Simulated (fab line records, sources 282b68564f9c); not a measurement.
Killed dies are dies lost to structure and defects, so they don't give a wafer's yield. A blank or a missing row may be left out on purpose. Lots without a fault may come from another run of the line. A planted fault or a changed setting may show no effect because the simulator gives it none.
Split-lot experiment | flow rit_cmos | 5 lots, 23 wafers read, on a route of 202 steps

THE SPLIT
At RIT_ACTIVE_CVD_03 (deposits Si3N4 from SiH2Cl2/NH3, target thk 150 nm, time 1500 s), the setting nh3_flow_sccm was moved away from the recipe's 150 sccm on 15 of the 23 wafers read, by +4.0% to +7.5%. The other wafers ran this setting at the recipe's value.

FROM THE SPLIT TO THE READING: what the file shows between them, 2 steps
- RIT_ACTIVE_CLEAN_16: cleans in dHF, time 30 s (also split here: time_s)
- RIT_ACTIVE_CLEAN_17: cleans in SC2, time 600 s

THE READING
Si3N4_of_ACTIVE_CVD_03.thk_nm (the simulator's own value, which no gauge read), in nm, at RIT_FOX1_OXIDATION_00 (target thk 350.7 nm, ox time 1130 s). The file gives no usual value for it. The 8 wafers here that ran the recipe average 143.5 nm, standard deviation 0.74 nm.

wafer  | tool, chamber at the split | nh3_flow_sccm as run, sccm | against the recipe | Si3N4_of_ACTIVE_CVD_03.thk_nm, nm | against lot-mates on the recipe
L074.1 | -, -                       | 159.7                      | +6.5%              | 152.6                             | no lot-mate on the recipe
L074.2 | -, -                       | 159.7                      | +6.5%              | 152                               | no lot-mate on the recipe
L074.3 | -, -                       | 159.7                      | +6.5%              | 150.9                             | no lot-mate on the recipe
L074.4 | -, -                       | 159.7                      | +6.5%              | 151.9                             | no lot-mate on the recipe
L074.6 | -, -                       | 159.7                      | +6.5%              | 150.5                             | no lot-mate on the recipe
L080.3 | lpcvd-02, 1                | 150                        | recipe             | 145                               | -
L080.4 | lpcvd-02, 1                | 150                        | recipe             | 143.8                             | -
L080.5 | lpcvd-02, 1                | 150                        | recipe             | 143.8                             | -
L082.1 | -, -                       | 161.2                      | +7.5%              | 153.2                             | no lot-mate on the recipe
L082.2 | -, -                       | 161.2                      | +7.5%              | 151.5                             | no lot-mate on the recipe
L082.6 | -, -                       | 161.2                      | +7.5%              | 151.5                             | no lot-mate on the recipe
L082.4 | -, -                       | 161.2                      | +7.5%              | 152.6                             | no lot-mate on the recipe
L082.5 | -, -                       | 161.2                      | +7.5%              | 151.9                             | no lot-mate on the recipe
L083.1 | -, -                       | 156                        | +4.0%              | 150.4                             | no lot-mate on the recipe
L083.2 | -, -                       | 156                        | +4.0%              | 149.9                             | no lot-mate on the recipe
L083.3 | -, -                       | 156                        | +4.0%              | 148.6                             | no lot-mate on the recipe
L083.4 | -, -                       | 156                        | +4.0%              | 149.6                             | no lot-mate on the recipe
L083.6 | -, -                       | 156                        | +4.0%              | 150.1                             | no lot-mate on the recipe
L084.1 | -, -                       | 150                        | recipe             | 142.8                             | -
L084.2 | -, -                       | 150                        | recipe             | 143                               | -
L084.3 | -, -                       | 150                        | recipe             | 142.9                             | -
L084.4 | -, -                       | 150                        | recipe             | 143.9                             | -
L084.6 | -, -                       | 150                        | recipe             | 142.7                             | -

THE FIT
A straight line over all 23 wafers: Si3N4_of_ACTIVE_CVD_03.thk_nm changes by +1.2 nm for each +1% of nh3_flow_sccm; r = +0.97; the points scatter about the line by 0.98 nm.
Too few moved wafers have a lot-mate on the recipe to fit a line with each lot's own level taken away.

THE FILE'S OWN FIT
Si3N4_of_ACTIVE_CVD_03.thk_nm changes by +1.2 nm for each +1% of nh3_flow_sccm, r = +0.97.
